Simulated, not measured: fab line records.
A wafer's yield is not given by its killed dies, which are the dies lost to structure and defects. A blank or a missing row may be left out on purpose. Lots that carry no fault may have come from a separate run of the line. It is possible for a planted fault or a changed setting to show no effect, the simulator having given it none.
Which tool was responsible? ; flow rit-cmos ; 14 lots, 42 wafers sampled, at 4 steps of a route of 202

== WHAT THE GAUGES READ, wafer by wafer ==
RIT_GATE_CD_MEAS_16: target cd 150 nm. Usual: cd-nm 149.6 nm, standard deviation 2.7.
lot;measured;on;cd-nm (nm);flag
L157;day 2 18:01;cd-sem-01;149.3 150.0 147.8;
L159;day 3 00:31;cd-sem-01;147.6 147.1 147.5;
L160;day 3 07:32;cd-sem-01;149.3 151.4 148.6;
L161;day 3 09:10;cd-sem-02;152.7 154.7 154.9;
L162;day 3 14:58;cd-sem-02;146.3 146.8 149.2;
L163;day 3 20:23;cd-sem-02;149.2 149.0 148.5;
L164;day 4 03:51;cd-sem-01;156.4 155.4 155.2;
L167;day 4 18:50;cd-sem-02;150.2 151.0 148.3;
L168;day 4 21:32;cd-sem-01;154.4 153.3 156.1;
L170;day 5 06:59;cd-sem-02;153.9 151.8 153.7;
L175;day 6 06:43;cd-sem-02;144.8 144.4 146.5;
L176;day 6 11:53;cd-sem-02;148.1 146.3 149.0;
L177;day 6 16:38;cd-sem-01;153.6 153.6 151.8;
L180;day 7 08:23;cd-sem-01;149.0 148.8 149.1;

RIT_CONTACT_OVL_MEAS_09. Usual: CONTACT_OVL gives 0.9 nm (standard deviation 1.5).
lot;measured;on;CONTACT_OVL (nm);flag
L157;day 3 09:05;overlay-02;1.1 -1.7 1.8;
L159;day 3 15:49;overlay-02;2.1 -0.2 1.2;
L160;day 3 22:25;overlay-02;0.5 0.3 -0.1;
L161;day 4 00:18;overlay-02;0.6 0.5 -0.5;
L162;day 4 06:55;overlay-02;1.0 -1.3 0.6;
L163;day 4 12:12;overlay-02;0.1 0.0 0.9;
L164;day 4 18:53;overlay-02;1.6 2.4 4.0;
L167;day 5 10:13;overlay-01;2.2 1.6 4.2;
L168;day 5 13:40;overlay-01;2.2 1.7 -1.0;
L170;day 5 22:07;overlay-01;1.6 2.8 1.4;
L175;day 6 22:22;overlay-01;2.6 3.5 3.0;
L176;day 7 03:23;overlay-01;1.8 -1.5 0.7;
L177;day 7 08:25;overlay-02;0.7 0.3 1.3;
L180;day 7 23:23;overlay-01;-2.2 -2.0 -2.0;

== WHICH TOOL RAN EACH LOT (tool, then ch and the chambers of the sampled wafers, then the start) ==
lot;RIT_ACTIVE_ETCH_13;RIT_GATE_DEVELOP_15
L157;rie-diel-03 ch 2,3, day 1 14:48;litho-track-01 ch 0, day 2 17:00
L159;rie-diel-03 ch 0,1, day 2 01:38;litho-track-03 ch 0, day 3 00:00
L160;rie-diel-04 ch 0,2, day 2 07:33;litho-track-01 ch 0, day 3 07:00
L161;rie-diel-03 ch 0,1, day 2 12:15;litho-track-01 ch 0, day 3 09:00
L162;rie-diel-04 ch 1,2, day 2 16:32;litho-track-01 ch 0, day 3 14:00
L163;rie-diel-03 ch 0,1,3, day 2 21:19;litho-track-03 ch 0, day 3 20:00
L164;rie-diel-04 ch 0,2,3, day 3 02:46;litho-track-03 ch 0, day 4 03:00
L167;rie-diel-03 ch 0,1,2, day 3 16:46;litho-track-01 ch 0, day 4 18:00
L168;rie-diel-01 ch 0,3, day 3 22:14;litho-track-03 ch 0, day 4 21:00
L170;rie-diel-04 ch 0,1,3, day 4 07:50;litho-track-03 ch 0, day 5 06:00
L175;rie-diel-03 ch 0,2,3, day 5 08:50;litho-track-01 ch 0, day 6 06:00
L176;rie-diel-04 ch 0,1,2, day 5 13:47;litho-track-04 ch 0, day 6 11:00
L177;rie-diel-04 ch 0,2,3, day 5 19:02;litho-track-01 ch 0, day 6 16:00
L180;rie-diel-01 ch 0,1,3, day 6 09:43;litho-track-04 ch 0, day 7 08:00
- RIT_ACTIVE_ETCH_13: etches Si3N4 in SF6, stops on SiO2, time 210 s, target depth 210 nm.
- RIT_GATE_DEVELOP_15: develop time 50 s.

== AS READ BY THE TOOLS THEMSELVES (means over the sampled wafers that have a number; for cases with no such wafer, the mark the record gives instead) ==
RIT_ACTIVE_ETCH_13. Usual: SF6_flow_sccm 200.0 sccm, standard deviation 0.61; drypump-motor-current-A 5.8 A, standard deviation 0.5; oes-product-au 0.805 a.u., standard deviation 0.018; throttle-valve-pct 7.49 %, standard deviation 0.13.
lot;tool;SF6_flow_sccm (sccm);drypump-motor-current-A (A);oes-product-au (a.u.);throttle-valve-pct (%);flag
L157;rie-diel-03;199.7;6.6;0.786;7.45;
L159;rie-diel-03;200.3;5.8;0.818;7.53;
L160;rie-diel-04;199.8;5.7;0.790;7.44;
L161;rie-diel-03;200.3;5.9;0.814;7.53;
L162;rie-diel-04;200.1;5.3;0.819;7.59;
L163;rie-diel-03;199.9;6.0;0.803;7.48;
L164;rie-diel-04;200.2;5.5;0.810;7.53;
L167;rie-diel-03;199.8;6.1;0.795;7.55;
L168;rie-diel-01;200.7;5.9;0.810;7.40;
L170;rie-diel-04;200.8;5.4;0.808;7.49;
L175;rie-diel-03;199.8;6.3;0.793;7.51;
L176;rie-diel-04;200.5;5.5;0.814;7.52;
L177;rie-diel-04;200.4;5.5;0.807;7.53;
L180;rie-diel-01;199.6;6.0;0.807;7.43;

RIT_GATE_DEVELOP_15. Usual: developer-temp-C 23.02 C, standard deviation 0.1.
lot;tool;developer-temp-C (C);flag
L157;litho-track-01;22.92;
L159;litho-track-03;23.01;
L160;litho-track-01;23.09;
L161;litho-track-01;22.98;
L162;litho-track-01;23.09;
L163;litho-track-03;23.15;
L164;litho-track-03;23.11;
L167;litho-track-01;23.04;
L168;litho-track-03;23.81;OFF
L170;litho-track-03;23.79;OFF
L175;litho-track-01;22.89;
L176;litho-track-04;23.01;
L177;litho-track-01;23.07;
L180;litho-track-04;22.85;

== THE ANSWER, worked out from the rows above alone ==
Rule: a lot counts as off when the mean over its wafers that have a number is more than 3 standard deviations away from the usual mean. A lot without any number at a reading at which 4 lots or more have one is off too. Where the step has rows for the other lots, those lots are counted as sound. The gauges are gone through in route order, then the tools' own readings, and for those a lot's mean is taken as printed above. The first step at which some lot is off is used, and at that step the reading that is off furthest; a lot without a number counts as furthest.
Off at RIT_GATE_DEVELOP_15 (developer-temp-C): L168, L170.
A tool fits if, at that step or a process step before it, it ran every lot that is off, and no sound lot after the first of them. One fits: RIT_GATE_DEVELOP_15 on litho-track-03. A fault onset in the window from L164 (day 4 03:00, its last sound lot) to L168 (day 4 21:00, its first lot off) fits.
The tool's own readings at RIT_GATE_DEVELOP_15 bear it out: on the lots that are off they differ by more than 5 times the standard deviation of the sound lots' means. developer-temp-C reads 23.80 C there against 23.02 C on the sound lots.

== WHAT THE SIMULATOR HAD INSERTED ==
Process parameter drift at RIT_GATE_DEVELOP_15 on litho-track-03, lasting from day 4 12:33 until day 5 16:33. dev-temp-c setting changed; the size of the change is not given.
Lots struck among those shown: L168, L170. The rule given above showed the same thing.
